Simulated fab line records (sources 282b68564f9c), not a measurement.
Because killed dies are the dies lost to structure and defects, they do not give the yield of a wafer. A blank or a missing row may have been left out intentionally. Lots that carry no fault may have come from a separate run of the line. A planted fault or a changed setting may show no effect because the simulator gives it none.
Lot-split experiment / flow rit cmos / on a route of 202 steps: 4 lots, 21 wafers read

## SPLIT DETAILS
At RIT_ACTIVE_EXPOSE_08 (exposes mask M1, target cd 1400 nm), the setting dose mj was moved away from the recipe's 225 on 6 of the 21 wafers read, by -4.9% to +5.5%. The other wafers ran this setting at the recipe's value.

## FROM THE SPLIT TO THE READING: what the file shows between them, 5 steps
- RIT_ACTIVE_PEB_09
- RIT_ACTIVE_DEVELOP_10: develop time 50 s
- RIT_ACTIVE_CD_MEAS_11: target cd 1400 nm
- RIT_ACTIVE_ETCH_13: etches Si3N4 in SF6, stops on SiO2, time 210 s, target depth 210 nm (also split here: pressure mtorr, over etch frac)
- RIT_ACTIVE_STRIP_14: strips in O2, time 180 s

## THE READING
cd nm at RIT_ACTIVE_CD_MEAS_90, given in nm (cd target 1400 nm). Typical for fault-free wafers on this fab line: 1400.7 nm, with standard deviation 1.5 nm.

wafer=L078.2; tool, chamber at the split=iline stepper-02, 0; dose mj as run=225; against the recipe=recipe; cd nm, nm=1402.6; against lot-mates on the recipe=-
wafer=L078.5; tool, chamber at the split=iline stepper-02, 0; dose mj as run=225; against the recipe=recipe; cd nm, nm=1401.4; against lot-mates on the recipe=-
wafer=L078.6; tool, chamber at the split=iline stepper-02, 0; dose mj as run=225; against the recipe=recipe; cd nm, nm=1401.8; against lot-mates on the recipe=-
wafer=L080.1; tool, chamber at the split=iline stepper-02, 0; dose mj as run=225; against the recipe=recipe; cd nm, nm=1397.8; against lot-mates on the recipe=-
wafer=L080.2; tool, chamber at the split=iline stepper-02, 0; dose mj as run=225; against the recipe=recipe; cd nm, nm=1400.6; against lot-mates on the recipe=-
wafer=L080.3; tool, chamber at the split=iline stepper-02, 0; dose mj as run=213.9; against the recipe=-4.9%; cd nm, nm=1416.4; against lot-mates on the recipe=+17.0
wafer=L080.4; tool, chamber at the split=iline stepper-02, 0; dose mj as run=213.9; against the recipe=-4.9%; cd nm, nm=1412.9; against lot-mates on the recipe=+13.5
wafer=L080.5; tool, chamber at the split=iline stepper-02, 0; dose mj as run=213.9; against the recipe=-4.9%; cd nm, nm=1415.6; against lot-mates on the recipe=+16.2
wafer=L080.6; tool, chamber at the split=iline stepper-02, 0; dose mj as run=225; against the recipe=recipe; cd nm, nm=1399.9; against lot-mates on the recipe=-
wafer=L081.1; tool, chamber at the split=iline stepper-01, 0; dose mj as run=225; against the recipe=recipe; cd nm, nm=1402.4; against lot-mates on the recipe=-
wafer=L081.2; tool, chamber at the split=iline stepper-01, 0; dose mj as run=237.4; against the recipe=+5.5%; cd nm, nm=1387.5; against lot-mates on the recipe=-14.0
wafer=L081.3; tool, chamber at the split=iline stepper-01, 0; dose mj as run=237.4; against the recipe=+5.5%; cd nm, nm=1386.0; against lot-mates on the recipe=-15.5
wafer=L081.4; tool, chamber at the split=iline stepper-01, 0; dose mj as run=225; against the recipe=recipe; cd nm, nm=1400.8; against lot-mates on the recipe=-
wafer=L081.5; tool, chamber at the split=iline stepper-01, 0; dose mj as run=225; against the recipe=recipe; cd nm, nm=1401.3; against lot-mates on the recipe=-
wafer=L081.6; tool, chamber at the split=iline stepper-01, 0; dose mj as run=237.4; against the recipe=+5.5%; cd nm, nm=1388.3; against lot-mates on the recipe=-13.2
wafer=L085.1; tool, chamber at the split=iline stepper-01, 0; dose mj as run=225; against the recipe=recipe; cd nm, nm=1403.2; against lot-mates on the recipe=-
wafer=L085.2; tool, chamber at the split=iline stepper-01, 0; dose mj as run=225; against the recipe=recipe; cd nm, nm=1400.0; against lot-mates on the recipe=-
wafer=L085.3; tool, chamber at the split=iline stepper-01, 0; dose mj as run=225; against the recipe=recipe; cd nm, nm=1400.5; against lot-mates on the recipe=-
wafer=L085.4; tool, chamber at the split=iline stepper-01, 0; dose mj as run=225; against the recipe=recipe; cd nm, nm=1400.5; against lot-mates on the recipe=-
wafer=L085.5; tool, chamber at the split=iline stepper-01, 0; dose mj as run=225; against the recipe=recipe; cd nm, nm=1400.8; against lot-mates on the recipe=-
wafer=L085.6; tool, chamber at the split=iline stepper-01, 0; dose mj as run=225; against the recipe=recipe; cd nm, nm=1400.7; against lot-mates on the recipe=-

THE FIT
A straight line over all 21 wafers: cd nm changes by -2.65 nm for each +1% of dose mj; r = -0.98; the points scatter about the line by 1.4 nm.
The same after taking each lot's own level away (the mean of its wafers on the recipe; 21 wafers): -2.84 nm for each +1%; r = -0.99; scatter 1.3 nm.
Per that fit: largest dose mj move, reading shift of 16 nm.
From 1399.43 to 1401.93 nm: that is the span of the lots' own levels, equal to 1.7 times the standard deviation above.
The two slopes are in agreement: the lot-to-lot level therefore moves the slope only a little.
Check: -15.6 nm against its lot-mates is what the line predicts for one of the wafers moved furthest among these (+5.5%) when that wafer is left out of the fit. It came out at -14 nm against them.

## FURTHER SPLITS ON THESE WAFERS
These wafers also went through other splits before the reading. Each is held against what the fit with the lots' levels taken away leaves over:
other split on the same wafers=RIT_ACTIVE_ETCH_13 pressure mtorr; wafers away from the commonest value=6; r with cd nm (lot level and that fit taken away)=-0.18
other split on the same wafers=RIT_ACTIVE_ETCH_13 over etch frac; wafers away from the commonest value=3; r with cd nm (lot level and that fit taken away)=+0.06

## THE WHOLE CHAIN: every reading that the file lists as answering this split, in the file's order
step=RIT_ACTIVE_CD_MEAS_11; what it does=target cd 1400 nm; reading=cd nm; change (the file's fit)=-2.79 nm for each +1% of the setting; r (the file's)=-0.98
step=RIT_ACTIVE_ETCH_13; what it does=etches Si3N4 in SF6, stops on SiO2, time 210 s, target depth 210 nm; reading=ACTIVE.cd nm (the simulator's own value, which no gauge read); change (the file's fit)=-2.89 nm for each +1% of the setting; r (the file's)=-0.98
step=RIT_ACTIVE_CD_MEAS_90; what it does=target cd 1400 nm; reading=cd nm; change (the file's fit)=-2.84 nm for each +1% of the setting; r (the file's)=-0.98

## THE FILE'S OWN FIT
cd nm changes by -2.84 nm for each +1% of dose mj, r = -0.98.
